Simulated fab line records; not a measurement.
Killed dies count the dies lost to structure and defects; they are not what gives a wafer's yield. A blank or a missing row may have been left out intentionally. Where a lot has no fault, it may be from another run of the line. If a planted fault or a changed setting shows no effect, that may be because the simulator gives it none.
The tool behind it: which one?    flow berkeley-cmos170    21 wafers from 7 lots sampled at 5 of the route's 331 steps

== WHAT THE GAUGES SHOWED, per wafer ==
UCB170_M2_CD_MEAS_90: the cd target is 700 nm.
lot   measured      on         cd-nm (nm)
L388  day 9 00:46   cd-sem-02  699.7 702.1 702.5
L387  day 9 02:23   cd-sem-01  703.0 703.3 700.1
L390  day 9 20:54   cd-sem-02  700.4 702.4 705.7
L397  day 10 20:22  cd-sem-01  678.7 681.7 681.2
L402  day 12 08:58  cd-sem-02  698.2 697.8 701.9
L408  day 12 23:03  cd-sem-01  701.6 697.8 700.6
L407  day 13 15:23  cd-sem-02  698.4 701.1 701.1

== EACH LOT AND THE TOOL THAT RAN IT (in order: tool; ch and the chambers of the sampled wafers; start) ==
lot   UCB170_BACKSIDE_STRIP_03              UCB170_SILICIDE_SPUTTER_01    UCB170_M2_METAL_ETCH_18            UCB170_M2_STRIP_19
L388  plasma-asher-04 ch 0,1, day 8 08:22   pvd-sputter-03, day 8 09:19   rie-metal-03 ch 0,1, day 9 00:29   plasma-asher-03 ch 0,1, day 9 00:40
L387  plasma-asher-04 ch 0,1, day 8 08:53   pvd-sputter-03, day 8 09:49   rie-metal-02 ch 0,1, day 9 02:06   plasma-asher-03 ch 0,1, day 9 02:17
L390  plasma-asher-01 ch 1, day 9 04:59     pvd-sputter-03, day 9 05:56   rie-metal-04 ch 0,1, day 9 20:35   plasma-asher-01 ch 0,1, day 9 20:47
L397  plasma-asher-01 ch 0,1, day 10 05:05  pvd-sputter-02, day 10 05:59  rie-metal-04 ch 0,1, day 10 20:05  plasma-asher-04 ch 0,1, day 10 20:15
L402  plasma-asher-03 ch 0,1, day 11 15:14  pvd-sputter-01, day 11 16:16  rie-metal-02 ch 0,1, day 12 08:40  plasma-asher-04 ch 0,1, day 12 08:52
L408  plasma-asher-04 ch 0,1, day 12 07:41  pvd-sputter-02, day 12 08:37  rie-metal-03 ch 0,1, day 12 22:46  plasma-asher-03 ch 0,1, day 12 22:57
L407  plasma-asher-01 ch 0,1, day 12 21:53  pvd-sputter-02, day 12 22:50  rie-metal-03 ch 0, day 13 15:05    plasma-asher-01 ch 0,1, day 13 15:17
- UCB170_BACKSIDE_STRIP_03: strips in O2.
- UCB170_SILICIDE_SPUTTER_01: material Ti, target thk 30 nm, time 25 s.
- UCB170_M2_METAL_ETCH_18: etches Al in Cl2/BCl3, stops on SiO2, target depth 1170 nm, time 195 s.
- UCB170_M2_STRIP_19: strips in O2.

== THE ANSWER, worked out from the rows above alone ==
Rule: the lots themselves supply what counts as usual. Put in order of their means at a reading, lots are off if they are a third of the lots or fewer, leave a main group of 4 or more, and stand apart from it by a gap of 3 or more times the standard deviation of the main group's means; of several such gaps the widest counts. A main group is skipped when, at the precision printed for the reading in the tables above, its means are all equal. Also off: a lot with no number at a reading for which 4 or more lots have one. Where the step has rows for the other lots, those lots are counted as sound.
Off: L397, at UCB170_M2_CD_MEAS_90 (cd-nm). The main group: mean 701.0 nm, standard deviation 1.2.
A tool fits if, at a process step before that reading, it ran every lot that is off, and no sound lot after the first of them. Gauges at UCB170_M2_CD_MEAS_90: tried the same way as those tools. One candidate fits, namely rie-metal-04 at UCB170_M2_METAL_ETCH_18. Its last sound lot is L390 (day 9 20:35), its first lot that is off L397 (day 10 20:05): a fault that began between those two fits.

== WHAT HAD BEEN PUT IN BY THE SIMULATOR ==
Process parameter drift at UCB170_M2_METAL_ETCH_18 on rie-metal-04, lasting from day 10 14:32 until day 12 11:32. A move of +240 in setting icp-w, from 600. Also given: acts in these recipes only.
Struck lots among those shown: L397. The rule above reached the same finding.
